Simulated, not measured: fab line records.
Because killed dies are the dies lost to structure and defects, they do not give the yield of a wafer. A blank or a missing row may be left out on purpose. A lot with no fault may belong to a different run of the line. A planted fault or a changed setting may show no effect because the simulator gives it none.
A lot that was struck, set against a sound lot + flow rit_cmos + 15 steps out of a route of 202
Sound: these wafers, L381.1, L381.3, L381.5. Struck: wafer L385.2. (L385.1, L385.6 of the same lot were not struck and are left out.) The cause comes at the end.
Order at every step that has rows: each side's tool, ch and its chambers, its first start. Under that, the readings that differ: sound wafers + struck wafers + difference of the means + sigmas: that difference in standard deviations of wafers without a fault.
alike: a reading whose means differ by less than 2 such deviations, as well as words and numbers matching on both sides. not compared: withheld readings; readings where some wafer has no value; bounds like >300 that might hide an equal value; numbers whose values overlap and for which the record gives no deviation.
The two part at a step that has a row with sigmas, a row that says differs or no value, or rows on one side only. Numbers that don't overlap but have no deviation are shown without sigmas and don't part them. A reading that every wafer of one side lacks parts them only if that side has two wafers or more.

first, 1 step without rows for these wafers: RIT_NLDD_IMPLANT_08.
RIT_NLDD_STRIP_09: strips in O2, time 180 s.
  sound on plasma_asher-01 ch 0,1, day 5 06:06; struck on plasma_asher-03 ch 0, day 6 06:15
  alike: drypump_motor_current_A, o2_flow_sccm, rf_refl_power_W
  not compared: rf_hours_counter_h
RIT_NLDD_TW_MEAS_10:
  sound on film_metro-03 at day 5 06:17; struck on film_metro-03 at day 6 06:26
  alike: NLDD_TW
then, 6 steps without rows for these wafers: RIT_PLDD_HMDS_00 (prime time 60 s); RIT_PLDD_COAT_01 (resist thk 1000 nm); RIT_PLDD_SOFTBAKE_02 (time 60 s); RIT_PLDD_EXPOSE_03 (exposes mask M8, target cd 40900 nm); RIT_PLDD_PEB_04; RIT_PLDD_DEVELOP_05 (develop time 50 s).
RIT_PLDD_OVL_MEAS_06:
  sound on overlay-02 at day 5 07:19; struck on overlay-02 at day 6 07:34
  alike: PLDD_OVL
then, 2 steps without rows for these wafers: RIT_PLDD_HARDBAKE_07 (time 60 s); RIT_PLDD_IMPLANT_08.
RIT_PLDD_STRIP_09: strips in O2, time 180 s.
  sound on plasma_asher-02 ch 0,1, day 5 07:39; struck on plasma_asher-02 ch 1, day 6 08:06
| reading             | sound          | struck | difference | sigmas |
|---------------------|----------------|--------|------------|--------|
| o2_flow_sccm (sccm) | 3965 3985 4007 | 3199   | -787       | -56    |
  alike: drypump_motor_current_A, rf_refl_power_W
  not compared: rf_hours_counter_h
RIT_PLDD_TW_MEAS_10:
  sound on film_metro-03 at day 5 07:49; struck on film_metro-03 at day 6 08:16
  alike: PLDD_TW
RIT_M1_PROBE_99:
  sound on prober-02 at day 5 22:26; struck on prober-01 at day 6 23:43
  alike: killed_at_contacts, killed_at_front_end, killed_dies, killed_open, killed_short

## WHERE THEY PART
Only at RIT_PLDD_STRIP_09, within this record. Later steps at which nothing parts them and some readings are alike: RIT_PLDD_TW_MEAS_10, RIT_M1_PROBE_99.

WHY: what the simulator had put in
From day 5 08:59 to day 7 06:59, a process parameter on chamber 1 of plasma_asher-02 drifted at RIT_PLDD_STRIP_09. From 4000, the setting o2_flow_sccm moved by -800. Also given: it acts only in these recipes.
